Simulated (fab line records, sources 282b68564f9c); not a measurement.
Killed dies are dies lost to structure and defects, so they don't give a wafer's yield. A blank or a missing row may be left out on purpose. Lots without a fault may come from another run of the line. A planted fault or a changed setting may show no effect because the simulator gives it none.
Split-lot experiment | flow rit_cmos | 5 lots, 23 wafers read, on a route of 202 steps

THE SPLIT
At RIT_PWELL_COAT_01 (resist thk 1300 nm), the setting resist_thk_nm was moved away from the recipe's 1300 nm on 7 of the 23 wafers read, by -2.3% to +4.5%. The other wafers ran this setting at the recipe's value.

FROM THE SPLIT TO THE READING: what the file shows between them, 1 step
- RIT_PWELL_DEVELOP_05: develop time 68 s (also split here: develop_time_s)

THE READING
NOVOLAK_of_PWELL_COAT_01.thk_nm (the simulator's own value, which no gauge read), in nm, at RIT_PWELL_HARDBAKE_07 (time 120 s). The file gives no usual value for it. The 16 wafers here that ran the recipe average 1138 nm, standard deviation 1.9 nm.

wafer  | tool, chamber at the split | resist_thk_nm as run, nm | against the recipe | NOVOLAK_of_PWELL_COAT_01.thk_nm, nm | against lot-mates on the recipe
L075.1 | litho_track-01, 0          | 1322                     | +1.7%              | 1161                                | +23
L075.2 | litho_track-01, 0          | 1300                     | recipe             | 1138                                | -
L075.6 | litho_track-01, 0          | 1300                     | recipe             | 1138                                | -
L075.4 | litho_track-01, 0          | 1322                     | +1.7%              | 1158                                | +20
L075.5 | litho_track-01, 0          | 1322                     | +1.7%              | 1159                                | +21
L079.2 | litho_track-01, 0          | 1270                     | -2.3%              | 1109                                | -28
L079.4 | litho_track-01, 0          | 1270                     | -2.3%              | 1109                                | -28
L079.3 | litho_track-01, 0          | 1300                     | recipe             | 1137                                | -
L079.5 | litho_track-01, 0          | 1300                     | recipe             | 1137                                | -
L079.6 | litho_track-01, 0          | 1300                     | recipe             | 1137                                | -
L080.2 | litho_track-03, 0          | 1359                     | +4.5%              | 1192                                | +54
L080.3 | litho_track-03, 0          | 1300                     | recipe             | 1138                                | -
L080.4 | litho_track-03, 0          | 1359                     | +4.5%              | 1188                                | +50
L080.5 | litho_track-03, 0          | 1300                     | recipe             | 1140                                | -
L080.6 | litho_track-03, 0          | 1300                     | recipe             | 1136                                | -
L082.2 | litho_track-03, 0          | 1300                     | recipe             | 1139                                | -
L082.6 | litho_track-03, 0          | 1300                     | recipe             | 1139                                | -
L082.3 | litho_track-03, 0          | 1300                     | recipe             | 1141                                | -
L082.4 | litho_track-03, 0          | 1300                     | recipe             | 1138                                | -
L082.5 | litho_track-03, 0          | 1300                     | recipe             | 1142                                | -
L084.1 | litho_track-03, 0          | 1300                     | recipe             | 1135                                | -
L084.6 | litho_track-03, 0          | 1300                     | recipe             | 1135                                | -
L084.2 | litho_track-03, 0          | 1300                     | recipe             | 1138                                | -

THE FIT
A straight line over all 23 wafers: NOVOLAK_of_PWELL_COAT_01.thk_nm changes by +11.8 nm for each +1% of resist_thk_nm; r = +0.99; the points scatter about the line by 2 nm.
The same after taking each lot's own level away (the mean of its wafers on the recipe; 23 wafers): +11.7 nm for each +1%; r = +1.00; scatter 1.5 nm.
On that fit, the largest move of resist_thk_nm shifts the reading by 53 nm.
The lots' own levels span 1136.0 to 1139.8 nm, that is 2.0 times the standard deviation above.
So the lot-to-lot level changes the slope little: the two slopes agree.
Check: with one of the wafers moved furthest among these (+4.5%) left out of the fit, the line predicts +52.9 nm for it against its lot-mates. It came out at +54 nm against them.

OTHER SPLITS ON THESE WAFERS
These wafers also went through other splits before the reading. Each is held against what the fit with the lots' levels taken away leaves over:
other split on the same wafers      | wafers away from the commonest value | r with NOVOLAK_of_PWELL_COAT_01.thk_nm (lot level and that fit taken away)
RIT_ACTIVE_CVD_03 sih2cl2_flow_sccm | 5                                    | +0.00
RIT_ACTIVE_DEVELOP_10 dev_temp_c    | 8                                    | +0.06
RIT_PWELL_DEVELOP_05 develop_time_s | 6                                    | +0.10

THE WHOLE CHAIN: every reading that the file lists as answering this split, in the file's order
step                  | what it does       | reading                                                                          | change (the file's fit)              | r (the file's)
RIT_PWELL_COAT_01     | resist thk 1300 nm | NOVOLAK_of_PWELL_COAT_01.thk_nm (the simulator's own value, which no gauge read) | +13.5 nm for each +1% of the setting | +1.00
RIT_PWELL_HARDBAKE_07 | time 120 s         | NOVOLAK_of_PWELL_COAT_01.thk_nm (the simulator's own value, which no gauge read) | +11.6 nm for each +1% of the setting | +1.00

THE FILE'S OWN FIT
NOVOLAK_of_PWELL_COAT_01.thk_nm changes by +11.6 nm for each +1% of resist_thk_nm, r = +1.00.
